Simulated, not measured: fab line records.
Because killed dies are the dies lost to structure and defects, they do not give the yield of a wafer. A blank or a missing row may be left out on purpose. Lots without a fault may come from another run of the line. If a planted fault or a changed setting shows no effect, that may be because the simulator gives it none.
A lot that was struck, set against a sound lot || flow berkeley_cmos170 || 14 steps out of a route of 331
Sound: wafers L989.2, L989.4, L989.6. Wafers L986.3, L986.5, L986.6 were the ones struck. The cause is named last.
At each step with rows: each side's tool, then ch and its chambers, then its first start. Under that, the readings that differ: sound wafers || struck wafers || difference of the means || sigmas: that difference in standard deviations of wafers without a fault.
alike: a reading whose means differ by less than 2 such deviations, as well as words and numbers matching on both sides. not compared: withheld readings; readings where some wafer has no value; bounds like >300 that might hide an equal value; numbers whose values overlap and for which the record gives no deviation.
Wherever a step has rows on one side only, a row that says differs or no value, or a row with sigmas, the two part there. Non-overlapping numbers with no deviation appear without sigmas and do not part them. Lack of a reading on every wafer of one side parts them only where that side has two or more wafers.

UCB170_M1_STRIP_13: strips in O2.
  sound on plasma_asher-04 ch 0,1, day 13 01:37; struck on plasma_asher-02 ch 0,1, day 12 03:26
  alike: drypump_motor_current_A, o2_flow_sccm, oes_product_au
  not compared: rf_hours_counter_h
UCB170_M1_CD_MEAS_90: the cd target is 700 nm.
  struck on cd_sem-01, day 12 03:33; sound on cd_sem-02, day 13 01:46
  alike: cd_nm
then, 1 step without rows for these wafers: UCB170_M1_ANNEAL_14 (time 1200 s).
UCB170_V1_CVD_00: deposits SiO2 from TEOS/O2, target thk 2000 nm, time 250 s.
  sound on pecvd-03 ch 0,1, day 13 03:12; struck on pecvd-03 ch 1,2, day 12 05:56
  alike: heater_power_w
UCB170_V1_THK_MEAS_01:
  struck on film_metro-04, day 12 06:07; sound on film_metro-04, day 13 03:22
  alike: V1_TEOS_THK
UCB170_V1_CMP_02: polishes SiO2.
  sound on cmp-01 ch 0,3, day 13 03:28; struck on cmp-02 ch 0,3, day 12 06:12
  alike: motor_current_A, platen_rpm, slurry_flow_ml_min
UCB170_V1_BOW_MEAS_03:
  struck on film_metro-01, day 12 06:29; sound on film_metro-01, day 13 03:44
  alike: V1_BOW
UCB170_V1_THK_MEAS_04:
  struck on film_metro-01, day 12 06:35; sound on film_metro-01, day 13 03:51
  alike: V1_POLISHED_THK
then, 4 steps without rows for these wafers: UCB170_V1_CLEAN_05 (cleans in DIW); UCB170_V1_HMDS_06 (prime time 60 s); UCB170_V1_COAT_07 (resist thk 900 nm); UCB170_V1_SOFTBAKE_08 (time 60 s).
UCB170_V1_EXPOSE_09: exposes mask VIA1, target cd 700 nm.
  struck on krf_scanner-01, day 12 07:18; sound on krf_scanner-02 ch 0, day 13 04:32
  no value came back on the struck wafers for exposure_dose_mJ_cm2, focus_offset_nm (nm), sigma_outer, stage_vel_mm_s (mm/s); on the sound wafers exposure_dose_mJ_cm2 reads 36.96 37.01 37.00
  alike: mask
then, 1 step without rows for these wafers: UCB170_V1_PEB_10.

## WHERE THEY PART
Only at UCB170_V1_EXPOSE_09, as far as this record shows.

WHY: the cause the simulator had injected
Entire step skipped (krf_scanner-01, UCB170_V1_EXPOSE_09), from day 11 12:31 onward. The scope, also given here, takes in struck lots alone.
